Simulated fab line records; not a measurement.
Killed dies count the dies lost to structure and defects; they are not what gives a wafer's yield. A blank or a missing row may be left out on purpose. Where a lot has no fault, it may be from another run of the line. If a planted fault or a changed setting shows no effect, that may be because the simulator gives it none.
fab line records + flow rit-cmos
record
- lots=14
- wafers=42
- last-day=7
route steps=202 shown SILICIDE@162 M1@202
lots that met no fault: from a run of the same line without faults
start-h: start of the lot's first displayed wafer, in hours after the record's first day + wait-h: hours from the lot's prior step to this one + " repeats the value in the row above + L1.1+2: a row that stands for several wafers + - no value, or no start was given + * or withheld: withheld + < > ~ a bound
route shown NAME@n: NAME is a module with steps in the file, n the number in the route of the first one + usual: mean/standard deviation of fault-free wafers + same: alike in all rows + chamber/n: place in a boat + sites: each site's reading + _std_site: standard deviation across them + _edge_site: the outer-site mean with the inner-site mean subtracted + radius-mm: how far each site lies from the wafer's centre + mask NAME#n: copy n + behind: tool/chamber where the wafer was last shaped + hold: why the lot was held/for how many hours/how that ended + device: whichever transistor did not switch (one of n, p or np) + end of line: at the end of the route, the tests of the same wafers + where a step has no rows: the recipe by itself + killed: at the first sort, the dies lost to defects and structure; wafer yield is something else + map: a wafer's dies, marking killed ones x, the rest . and places with no die _
set.NAME: setting as actually run; set.NAME@STEP: the setting as run at that earlier step + model.NAME: the simulator's own value behind a step, which no gauge read
route steps across a sampled set of lots; one table per step, one row per wafer
services: the hour from which a tool's chamber was out of use, counted from the record's first day as start-h (under 0 if before that day), plus the number of hours and why
## steps
# step RIT_SILICIDE_SPUTTER_01
# recipe
- material=Ti
- target-thk-nm=30
- power-w=350
- chamber-pressure-pa=0.6897
- gas=Ar
- time-s=240
- substrate-temp-c=25
# usual
- substrate-temp-c=25.01/0.1
- throttle-valve-pct=29.8/1.1
| lot.wafer | tool           | chamber | start-h | wait-h | substrate-temp-c | throttle-valve-pct |
|-----------|----------------|---------|---------|--------|------------------|--------------------|
| L990.2    | pvd-sputter-02 | -       | 54.13   | 0.0    | 24.89            | 28.8               |
| L990.5    | "              | -       | "       | "      | 25.02            | 28.8               |
| L990.6    | "              | -       | "       | "      | 24.94            | 29.7               |
| L991.2    | pvd-sputter-04 | -       | 59.97   | 0.0    | 24.92            | 29.5               |
| L991.3    | "              | -       | "       | "      | 24.99            | 29.5               |
| L991.5    | "              | -       | "       | "      | 24.90            | 29.6               |
| L992.2    | pvd-sputter-02 | -       | 62.69   | 0.0    | 24.95            | 28.8               |
| L992.3    | "              | -       | "       | "      | 25.22            | 31.8               |
| L992.6    | "              | -       | "       | "      | 25.13            | 31.3               |
| L993.2    | pvd-sputter-04 | -       | 69.59   | 0.0    | 25.08            | 29.9               |
| L993.4    | "              | -       | "       | "      | 25.03            | 29.5               |
| L993.5    | "              | -       | "       | "      | 25.12            | 29.9               |
| L994.1    | pvd-sputter-02 | -       | 73.59   | 0.0    | 24.92            | 31.5               |
| L994.3    | "              | -       | "       | "      | 25.08            | 28.5               |
| L994.6    | "              | -       | "       | "      | 24.85            | 31.4               |
| L995.2    | pvd-sputter-04 | -       | 77.23   | 0.0    | 25.01            | 30.0               |
| L995.5    | "              | -       | "       | "      | 25.03            | 28.2               |
| L995.6    | "              | -       | "       | "      | 25.18            | 30.2               |
| L999.4    | pvd-sputter-04 | -       | 97.45   | 0.0    | 25.14            | 30.0               |
| L999.5    | "              | -       | "       | "      | 24.95            | 28.0               |
| L999.6    | "              | -       | "       | "      | 25.00            | 29.5               |
| L100.2    | pvd-sputter-02 | -       | 105.21  | 0.0    | 25.03            | 28.7               |
| L100.4    | "              | -       | "       | "      | 25.04            | 31.3               |
| L100.5    | "              | -       | "       | "      | 24.99            | 28.7               |
| L101.1    | pvd-sputter-01 | -       | 106.37  | 0.0    | 24.99            | 32.2               |
| L101.2    | "              | -       | "       | "      | 25.23            | 28.5               |
| L101.5    | "              | -       | "       | "      | 25.05            | 28.7               |
| L103.3    | pvd-sputter-04 | -       | 115.59  | 0.0    | 24.99            | 30.1               |
| L103.4    | "              | -       | "       | "      | 24.95            | 28.2               |
| L103.5    | "              | -       | "       | "      | 25.00            | 30.0               |
| L104.4    | pvd-sputter-02 | -       | 120.90  | 0.0    | 24.98            | 31.3               |
| L104.5    | "              | -       | "       | "      | 24.92            | 31.7               |
| L104.6    | "              | -       | "       | "      | 24.74            | 28.7               |
| L106.2    | pvd-sputter-02 | -       | 130.76  | 0.0    | 25.16            | 31.6               |
| L106.3    | "              | -       | "       | "      | 24.96            | 28.8               |
| L106.6    | "              | -       | "       | "      | 25.00            | 28.8               |
| L111.3    | pvd-sputter-04 | -       | 157.18  | 0.0    | 24.96            | 30.2               |
| L111.5    | "              | -       | "       | "      | 25.06            | 29.7               |
| L111.6    | "              | -       | "       | "      | 24.89            | 29.3               |
| L113.3    | pvd-sputter-04 | -       | 170.12  | 0.0    | 25.03            | 29.8               |
| L113.4    | "              | -       | "       | "      | 25.00            | 28.0               |
| L113.6    | "              | -       | "       | "      | 25.19            | 30.0               |
# step RIT_SILICIDE_RS_MEAS_02
# recipe
- thk-meas-gauge=four-point-probe
- reads=Ti_of_SILICIDE_SPUTTER_01
# usual
- SILICIDE_TI_RS=51.7/0.81
| lot.wafer | tool          | chamber | start-h | wait-h | SILICIDE_TI_RS[ohm/sq] |
|-----------|---------------|---------|---------|--------|------------------------|
| L990.2    | film-metro-04 | -       | 54.30   | 0.1    | 51.5                   |
| L990.5    | "             | -       | "       | "      | 51.6                   |
| L990.6    | "             | -       | "       | "      | 51.5                   |
| L991.2    | film-metro-03 | -       | 60.14   | 0.1    | 52.5                   |
| L991.3    | "             | -       | "       | "      | 52.1                   |
| L991.5    | "             | -       | "       | "      | 52.7                   |
| L992.2    | film-metro-03 | -       | 62.86   | 0.1    | 50.9                   |
| L992.3    | "             | -       | "       | "      | 50.9                   |
| L992.6    | "             | -       | "       | "      | 50.1                   |
| L993.2    | film-metro-04 | -       | 69.76   | 0.1    | 52.9                   |
| L993.4    | "             | -       | "       | "      | 52.4                   |
| L993.5    | "             | -       | "       | "      | 52.3                   |
| L994.1    | film-metro-03 | -       | 73.74   | 0.1    | 50.5                   |
| L994.3    | "             | -       | "       | "      | 50.7                   |
| L994.6    | "             | -       | "       | "      | 50.7                   |
| L995.2    | film-metro-04 | -       | 77.40   | 0.1    | 53.0                   |
| L995.5    | "             | -       | "       | "      | 53.8                   |
| L995.6    | "             | -       | "       | "      | 53.0                   |
| L999.4    | film-metro-01 | -       | 97.66   | 0.1    | 52.8                   |
| L999.5    | "             | -       | "       | "      | 53.1                   |
| L999.6    | "             | -       | "       | "      | 52.6                   |
| L100.2    | film-metro-04 | -       | 105.38  | 0.1    | 51.1                   |
| L100.4    | "             | -       | "       | "      | 51.6                   |
| L100.5    | "             | -       | "       | "      | 50.7                   |
| L101.1    | film-metro-01 | -       | 106.52  | 0.1    | 51.6                   |
| L101.2    | "             | -       | "       | "      | 50.8                   |
| L101.5    | "             | -       | "       | "      | 51.0                   |
| L103.3    | film-metro-03 | -       | 115.78  | 0.1    | 52.6                   |
| L103.4    | "             | -       | "       | "      | 52.9                   |
| L103.5    | "             | -       | "       | "      | 53.2                   |
| L104.4    | film-metro-04 | -       | 121.12  | 0.1    | 57.5                   |
| L104.5    | "             | -       | "       | "      | 58.3                   |
| L104.6    | "             | -       | "       | "      | 51.1                   |
| L106.2    | film-metro-04 | -       | 130.93  | 0.1    | 58.0                   |
| L106.3    | "             | -       | "       | "      | 51.2                   |
| L106.6    | "             | -       | "       | "      | 51.8                   |
| L111.3    | film-metro-01 | -       | 157.38  | 0.1    | 52.4                   |
| L111.5    | "             | -       | "       | "      | 52.6                   |
| L111.6    | "             | -       | "       | "      | 52.9                   |
| L113.3    | film-metro-04 | -       | 170.31  | 0.1    | 51.1                   |
| L113.4    | "             | -       | "       | "      | 50.8                   |
| L113.6    | "             | -       | "       | "      | 50.6                   |
# step RIT_SILICIDE_THK_MEAS_03
# recipe
- thk-meas-gauge=xrf
- reads=Ti_of_SILICIDE_SPUTTER_01
# usual
- SILICIDE_TI_THK=29.4/0.37
| lot.wafer | tool          | chamber | start-h | wait-h | SILICIDE_TI_THK[nm] |
|-----------|---------------|---------|---------|--------|---------------------|
| L990.2    | film-metro-04 | -       | 54.41   | 0.1    | 29.4                |
| L990.5    | "             | -       | "       | "      | 29.4                |
| L990.6    | "             | -       | "       | "      | 29.4                |
| L991.2    | film-metro-03 | -       | 60.25   | 0.1    | 29.2                |
| L991.3    | "             | -       | "       | "      | 29.6                |
| L991.5    | "             | -       | "       | "      | 29.2                |
| L992.2    | film-metro-03 | -       | 62.97   | 0.1    | 29.9                |
| L992.3    | "             | -       | "       | "      | 30.1                |
| L992.6    | "             | -       | "       | "      | 30.3                |
| L993.2    | film-metro-04 | -       | 69.87   | 0.1    | 28.8                |
| L993.4    | "             | -       | "       | "      | 29.0                |
| L993.5    | "             | -       | "       | "      | 29.0                |
| L994.1    | film-metro-03 | -       | 73.86   | 0.1    | 30.1                |
| L994.3    | "             | -       | "       | "      | 29.9                |
| L994.6    | "             | -       | "       | "      | 30.0                |
| L995.2    | film-metro-04 | -       | 77.51   | 0.1    | 28.8                |
| L995.5    | "             | -       | "       | "      | 28.4                |
| L995.6    | "             | -       | "       | "      | 28.7                |
| L999.4    | film-metro-01 | -       | 97.75   | 0.1    | 29.1                |
| L999.5    | "             | -       | "       | "      | 28.9                |
| L999.6    | "             | -       | "       | "      | 29.3                |
| L100.2    | film-metro-04 | -       | 105.49  | 0.1    | 29.4                |
| L100.4    | "             | -       | "       | "      | 29.3                |
| L100.5    | "             | -       | "       | "      | 29.8                |
| L101.1    | film-metro-01 | -       | 106.64  | 0.1    | 29.6                |
| L101.2    | "             | -       | "       | "      | 29.9                |
| L101.5    | "             | -       | "       | "      | 29.9                |
| L103.3    | film-metro-03 | -       | 115.88  | 0.1    | 29.1                |
| L103.4    | "             | -       | "       | "      | 29.0                |
| L103.5    | "             | -       | "       | "      | 28.8                |
| L104.4    | film-metro-04 | -       | 121.21  | 0.1    | 27.1                |
| L104.5    | "             | -       | "       | "      | 26.9                |
| L104.6    | "             | -       | "       | "      | 29.6                |
| L106.2    | film-metro-04 | -       | 131.04  | 0.1    | 26.9                |
| L106.3    | "             | -       | "       | "      | 29.7                |
| L106.6    | "             | -       | "       | "      | 29.4                |
| L111.3    | film-metro-01 | -       | 157.48  | 0.1    | 29.2                |
| L111.5    | "             | -       | "       | "      | 29.0                |
| L111.6    | "             | -       | "       | "      | 29.0                |
| L113.3    | film-metro-04 | -       | 170.41  | 0.1    | 29.5                |
| L113.4    | "             | -       | "       | "      | 29.7                |
| L113.6    | "             | -       | "       | "      | 29.7                |
# step RIT_M1_PROBE_99
# usual
- killed-at-contacts=0.1/0.32
- killed-at-front-end=6.7/2.9
- killed-dies=6.8/2.9
- killed-open=3.3/1.7
- killed-short=3.4/2.1
# same
- gross-dies=264
- killed_at_M0_to_M3=0
- killed_at_M4_up=0
- killed-at-back-side=0
- killed-at-other=0
| lot.wafer | tool      | chamber | start-h | wait-h | killed-at-contacts | killed-at-front-end | killed-dies | killed-open | killed-short |
|-----------|-----------|---------|---------|--------|--------------------|---------------------|-------------|-------------|--------------|
| L104.4    | prober-02 | -       | 128.59  | 0.2    | 0                  | 5                   | 5           | 3           | 2            |
| L104.5    | prober-02 | -       | 128.64  | 0.2    | 0                  | 3                   | 3           | 1           | 2            |
| L104.6    | prober-02 | -       | 128.69  | 0.2    | 0                  | 10                  | 10          | 5           | 5            |
# killed by level:class
L104.4 GATE:geometric-particle:open=2 REOX:geometric-particle:short=1 SILICIDE:geometric-particle:open=1 SILICIDE:geometric-particle:short=1
L104.5 GATE:geometric-particle:short=1 REOX:geometric-particle:short=1 REOX:geometric-particle:open=1
L104.6 GATE:geometric-particle:open=3 GATE:geometric-particle:short=3 FOX2:geometric-particle:open=2 FOX1:geometric-particle:short=1 SPACER:geometric-particle:short=1
## services
| tool           | chamber | start-h | hours | kind   |
|----------------|---------|---------|-------|--------|
| pvd-sputter-02 | -       | 43.34   | 7.5   | repair |
| pvd-sputter-01 | -       | 85.01   | 2.2   | repair |
| pvd-sputter-04 | -       | 103.01  | 4.5   | repair |
| pvd-sputter-01 | -       | 115.29  | 4.9   | repair |
## key
first-sign
- step=RIT_SILICIDE_RS_MEAS_02
- reading=SILICIDE_TI_RS
- direction=up
- sigmas=7.7
- usual=51.7
- struck=57.9
effect
- step=RIT_SILICIDE_THK_MEAS_03
- reading=SILICIDE_TI_THK
- direction=down
- sigmas=6.6
- usual=29.4
- struck=27.0
met-at RIT_SILICIDE_SPUTTER_01
struck-lots L104,L106
struck-wafers L104.4,L104.5,L106.2
tester-left-out L104,L106
onset-between 62.69 120.90
fault
- kind=process-parameter-drift
- tool=pvd-sputter-02
- chamber=-
- onset-h=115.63
- steps=RIT_SILICIDE_SPUTTER_01
- channel=time-s
- offset=*
- shape=step
- end-h=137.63
- stated=*
- scope=struck-wafers-only
# tester-left-out: of these lots the tester's yield and bins aren't shown, on N5 and GAA mostly nor the transistor test; their killed dies are dies lost to structure and defects alone, not to doping, threshold or leakage, so they don't give the yield
